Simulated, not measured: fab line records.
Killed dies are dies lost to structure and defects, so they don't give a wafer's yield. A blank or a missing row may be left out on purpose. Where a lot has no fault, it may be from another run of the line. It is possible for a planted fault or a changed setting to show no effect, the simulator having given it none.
fab line records	flow berkeleyCmos170
record: lots: 14	wafers: 42	lastDay: 12
route steps=331 shown M3@310
lots that met no fault: taken from a fault-free run of the same line
startH: hours from the record's first day to the start of the lot's first wafer shown	waitH: hours from the lot's prior step to this one	" unchanged from the row above	L1.1+2: a single row standing in for several wafers	- no value, or no start given	* or withheld: withheld	< > ~ a bound
route shown NAME@n: NAME is a module with steps in the file, n the number in the route of the first one	usual: mean and standard deviation over wafers with no fault	same: alike in all rows	chamber/n: place in a boat	sites: readings site by site	_std_site: standard deviation across them	_edge_site: inner sites' mean taken away from outer sites' mean	radiusMm: how far each site lies from the wafer's centre	mask NAME#n: copy n	behind: the tool/chamber that last shaped the wafer	hold: reason for holding the lot/hours on hold/outcome of the hold	device: which transistor (n, p or np) failed to switch	end of line: the route-end tests of the same wafers	where a step has no rows: the recipe by itself	killed: at the first sort, the dies lost to defects and structure; wafer yield is something else	map: a wafer's dies, marking killed ones x, the rest . and places with no die _
set.NAME: the setting that was run; set.NAME@STEP: the one run at that earlier step	model.NAME: the simulator's own value behind a step, which no gauge read
steps of the route over a sample of lots; a table a step, a row a wafer
services: from which hour (startH, from the record's first day; less than 0 if before it) a tool's chamber was out of use, for how many hours, and why
== steps ==
step: UCB170_M3_SPUTTER_01
recipe: material: Al	targetThkNm: 900	timeS: 120	powerW: 6000	chamberPressurePa: 0.5
usual: throttleValvePct: 30.5/1.1
lot.wafer	tool	chamber	startH	waitH	throttleValvePct
L949.1	pvdSputter-02	-	196.10	0.0	31.0
L949.2	"	-	"	"	28.4
L949.5	"	-	"	"	28.5
L948.2	pvdSputter-01	-	202.21	0.0	32.5
L948.5	"	-	"	"	32.5
L948.6	"	-	"	"	30.9
L950.1	pvdSputter-02	-	207.08	0.0	31.0
L950.2	"	-	"	"	28.4
L950.4	"	-	"	"	30.0
L952.3	pvdSputter-04	-	222.69	0.0	31.5
L952.4	"	-	"	"	30.0
L952.5	"	-	"	"	31.1
L956.1	pvdSputter-02	-	225.21	0.0	31.1
L956.2	"	-	"	"	31.1
L956.5	"	-	"	"	28.5
L954.1	pvdSputter-04	-	225.55	0.0	31.2
L954.3	"	-	"	"	31.4
L954.4	"	-	"	"	28.8
L957.2	pvdSputter-04	-	232.85	0.0	30.1
L957.3	"	-	"	"	31.1
L957.5	"	-	"	"	28.9
L960.1	pvdSputter-02	-	256.52	0.0	28.4
L960.3	"	-	"	"	30.9
L960.5	"	-	"	"	29.9
L959.3	pvdSputter-04	-	257.25	0.0	29.1
L959.4	"	-	"	"	30.5
L959.5	"	-	"	"	31.5
L961.1	pvdSputter-01	-	260.14	0.0	29.9
L961.2	"	-	"	"	32.7
L961.6	"	-	"	"	32.7
L963.3	pvdSputter-01	-	273.98	0.0	30.9
L963.4	"	-	"	"	32.8
L963.6	"	-	"	"	30.9
L962.3	pvdSputter-01	-	276.16	0.0	30.9
L962.5	"	-	"	"	30.6
L962.6	"	-	"	"	29.9
L968.1	pvdSputter-01	-	286.88	0.0	30.5
L968.4	"	-	"	"	30.2
L968.5	"	-	"	"	30.1
L969.2	pvdSputter-02	-	288.24	0.0	31.1
L969.3	"	-	"	"	28.5
L969.5	"	-	"	"	31.0
step: UCB170_M3_RS_MEAS_02
recipe: thkMeasGauge: four-point-probe	reads: Al_of_M3_SPUTTER_01
usual: M3_AL_RS: 0.0322/0.00035
lot.wafer	tool	chamber	startH	waitH	M3_AL_RS[ohm/sq]
L949.1	filmMetro-03	-	196.19	0.0	0.0324
L949.2	"	-	"	"	0.0318
L949.5	"	-	"	"	0.0321
L948.2	filmMetro-02	-	202.32	0.1	0.0320
L948.5	"	-	"	"	0.0320
L948.6	"	-	"	"	0.0330
L950.1	filmMetro-03	-	207.16	0.0	0.0324
L950.2	"	-	"	"	0.0323
L950.4	"	-	"	"	0.0323
L952.3	filmMetro-04	-	222.81	0.1	0.0326
L952.4	"	-	"	"	0.0326
L952.5	"	-	"	"	0.0327
L956.1	filmMetro-03	-	225.30	0.0	0.0321
L956.2	"	-	"	"	0.0321
L956.5	"	-	"	"	0.0320
L954.1	filmMetro-04	-	225.66	0.1	0.0322
L954.3	"	-	"	"	0.0322
L954.4	"	-	"	"	0.0325
L957.2	filmMetro-03	-	232.96	0.1	0.0327
L957.3	"	-	"	"	0.0326
L957.5	"	-	"	"	0.0329
L960.1	filmMetro-02	-	256.61	0.0	0.0322
L960.3	"	-	"	"	0.0320
L960.5	"	-	"	"	0.0321
L959.3	filmMetro-03	-	257.37	0.1	0.0328
L959.4	"	-	"	"	0.0326
L959.5	"	-	"	"	0.0324
L961.1	filmMetro-03	-	260.22	0.0	0.0322
L961.2	"	-	"	"	0.0324
L961.6	"	-	"	"	0.0324
L963.3	filmMetro-03	-	274.10	0.1	0.0328
L963.4	"	-	"	"	0.0319
L963.6	"	-	"	"	0.0328
L962.3	filmMetro-04	-	276.28	0.1	0.0703
L962.5	"	-	"	"	0.0673
L962.6	"	-	"	"	0.0658
L968.1	filmMetro-02	-	286.96	0.1	0.0672
L968.4	"	-	"	"	0.0658
L968.5	"	-	"	"	0.0659
L969.2	filmMetro-03	-	288.34	0.1	0.0320
L969.3	"	-	"	"	0.0325
L969.5	"	-	"	"	0.0319
step: UCB170_M3_THK_MEAS_03
recipe: thkMeasGauge: xrf	reads: Al_of_M3_SPUTTER_01
usual: M3_AL_THK: 904/11
lot.wafer	tool	chamber	startH	waitH	M3_AL_THK[nm]
L949.1	filmMetro-03	-	196.31	0.1	897
L949.2	"	-	"	"	913
L949.5	"	-	"	"	903
L948.2	filmMetro-02	-	202.43	0.1	907
L948.5	"	-	"	"	912
L948.6	"	-	"	"	882
L950.1	filmMetro-03	-	207.28	0.1	895
L950.2	"	-	"	"	899
L950.4	"	-	"	"	896
L952.3	filmMetro-04	-	222.91	0.1	896
L952.4	"	-	"	"	893
L952.5	"	-	"	"	895
L956.1	filmMetro-03	-	225.42	0.1	907
L956.2	"	-	"	"	906
L956.5	"	-	"	"	916
L954.1	filmMetro-04	-	225.78	0.1	907
L954.3	"	-	"	"	908
L954.4	"	-	"	"	898
L957.2	filmMetro-03	-	233.07	0.1	892
L957.3	"	-	"	"	894
L957.5	"	-	"	"	886
L960.1	filmMetro-02	-	256.73	0.1	911
L960.3	"	-	"	"	914
L960.5	"	-	"	"	910
L959.3	filmMetro-03	-	257.47	0.1	889
L959.4	"	-	"	"	898
L959.5	"	-	"	"	896
L961.1	filmMetro-03	-	260.34	0.1	908
L961.2	"	-	"	"	899
L961.6	"	-	"	"	894
L963.3	filmMetro-03	-	274.20	0.1	889
L963.4	"	-	"	"	906
L963.6	"	-	"	"	886
L962.3	filmMetro-04	-	276.38	0.1	421
L962.5	"	-	"	"	441
L962.6	"	-	"	"	450
L968.1	filmMetro-02	-	287.08	0.1	439
L968.4	"	-	"	"	451
L968.5	"	-	"	"	448
L969.2	filmMetro-03	-	288.45	0.1	911
L969.3	"	-	"	"	895
L969.5	"	-	"	"	916
step: UCB170_M3_METAL_ETCH_18
recipe: chemistry: Cl2/BCl3	target: Al	stopOn: SiO2	pressureMtorr: 12	targetDepthA: 11700	overEtchFrac: 0.3	timeS: 195	icpW: 600	biasW: 120	Cl2_flow_sccm: 90	bcl3FlowSccm: 45
usual: biasW: 120.1/0.36	chamberPressureMTorr: 11.999/0.012	drypumpMotorCurrentA: 5.6/0.37	oesProductAu: 0.860/0.011	throttleValvePct: 24.48/0.24
lot.wafer	tool	chamber	startH	waitH	biasW	chamberPressureMTorr	drypumpMotorCurrentA	oesProductAu	rfHoursCounterH	throttleValvePct
L949.1	rieMetal-02	1	198.77	-	120.5	11.999	5.1	0.864	4	24.37
L949.2	"	0	"	"	119.8	12.018	5.4	0.867	4	24.87
L949.5	"	1	"	"	120.4	12.004	5.1	0.875	-	24.35
L948.2	rieMetal-04	0	204.79	-	119.9	12.004	6.0	0.861	12	24.25
L948.5	"	0	"	"	120.2	11.984	6.0	0.856	-	24.25
L948.6	"	1	"	"	120.1	12.010	5.4	0.841	-	24.65
L950.1	rieMetal-02	0	209.44	-	120.2	11.988	5.4	0.857	4	24.88
L950.2	"	1	"	"	120.0	11.985	5.1	0.871	4	24.36
L950.4	"	1	"	"	119.9	12.009	5.1	0.879	-	24.38
L952.3	rieMetal-02	1	227.19	-	119.7	12.005	5.1	0.862	-	24.37
L952.4	"	0	"	"	120.3	11.998	5.4	0.855	-	24.88
L952.5	"	1	"	"	119.8	11.992	5.1	0.860	-	24.37
L956.1	rieMetal-04	0	228.85	-	120.2	12.022	6.0	0.859	13	24.23
L956.2	"	1	"	"	120.0	11.983	5.4	0.866	5	24.65
L956.5	"	0	"	"	120.1	11.994	6.0	0.865	-	24.27
L954.1	rieMetal-02	0	228.95	-	119.5	12.018	5.4	0.863	5	24.85
L954.3	"	0	"	"	120.0	12.006	5.4	0.871	-	24.88
L954.4	"	1	"	"	119.7	11.991	5.1	0.869	-	24.37
L957.2	rieMetal-02	0	234.90	-	120.1	11.991	5.4	0.850	5	24.88
L957.3	"	0	"	"	119.9	11.992	5.4	0.857	-	24.88
L957.5	"	1	"	"	119.8	12.012	5.1	0.851	-	24.36
L960.1	rieMetal-02	1	258.91	-	120.1	12.013	5.1	0.865	5	24.35
L960.3	"	0	"	"	119.5	11.994	5.4	0.873	-	24.87
L960.5	"	0	"	"	120.6	12.010	5.4	0.868	-	24.86
L959.3	rieMetal-04	0	259.49	-	120.3	12.006	6.0	0.850	-	24.24
L959.4	"	1	"	"	119.8	11.978	5.4	0.852	-	24.65
L959.5	"	1	"	"	119.9	12.009	5.4	0.851	-	24.64
L961.1	rieMetal-01	1	262.85	-	120.7	12.010	5.5	0.849	13	24.21
L961.2	"	0	"	"	119.5	12.012	6.0	0.843	6	24.34
L961.6	"	1	"	"	120.1	12.011	5.5	0.850	-	24.20
L963.3	rieMetal-02	0	276.19	-	120.4	12.009	5.4	0.852	-	24.87
L963.4	"	1	"	"	120.1	11.982	5.1	0.884	-	24.36
L963.6	"	0	"	"	119.9	12.000	5.3	0.854	-	24.88
L962.3	rieMetal-02	0	279.40	-	120.0	12.000	5.3	0.610	-	24.99
L962.5	"	1	"	"	119.9	12.010	5.1	0.628	-	24.50
L962.6	"	0	"	"	120.3	11.997	5.3	0.622	-	24.99
L968.1	rieMetal-04	1	289.32	-	120.0	11.999	5.4	0.614	7	24.77
L968.4	"	1	"	"	120.4	12.001	5.3	0.621	-	24.75
L968.5	"	1	"	"	120.4	11.998	5.3	0.618	-	24.77
L969.2	rieMetal-02	1	290.27	-	119.8	11.982	5.1	0.873	6	24.35
L969.3	"	1	"	"	120.2	12.004	5.1	0.876	-	24.37
L969.5	"	1	"	"	119.9	12.025	5.1	0.885	-	24.37
== services ==
tool	chamber	startH	hours	kind
rieMetal-01	-	201.63	0.7	repair
rieMetal-02	-	211.15	2.8	pm
pvdSputter-01	-	224.67	4.6	repair
rieMetal-01	-	227.95	2.8	pm
rieMetal-01	1	230.96	17.9	repair
rieMetal-04	-	246.68	1.2	repair
rieMetal-04	0	262.02	-	clean
rieMetal-04	0	262.02	13.1	scheduledDown
rieMetal-04	0	262.02	13.1	ventCycle
pvdSputter-01	-	267.30	1.0	repair
== key ==
firstSign: step: UCB170_M3_RS_MEAS_02	reading: M3_AL_RS	direction: up	sigmas: 99	usual: 0.0322	struck: 0.0670
effect: step: UCB170_M3_THK_MEAS_03	reading: M3_AL_THK	direction: down	sigmas: 41	usual: 904	struck: 442
effect: step: UCB170_M3_METAL_ETCH_18	reading: oesProductAu	direction: down	sigmas: 21	usual: 0.860	struck: 0.619
metAt UCB170_M3_SPUTTER_01
struckLots L962,L968
onsetBetween 273.98 276.16
fault: kind: processParameterDrift	tool: pvdSputter-01	chamber: -	onsetH: 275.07	steps: UCB170_M3_SPUTTER_01	channel: timeS	offset: *	shape: step	endH: 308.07	actsIn: *	stated: *
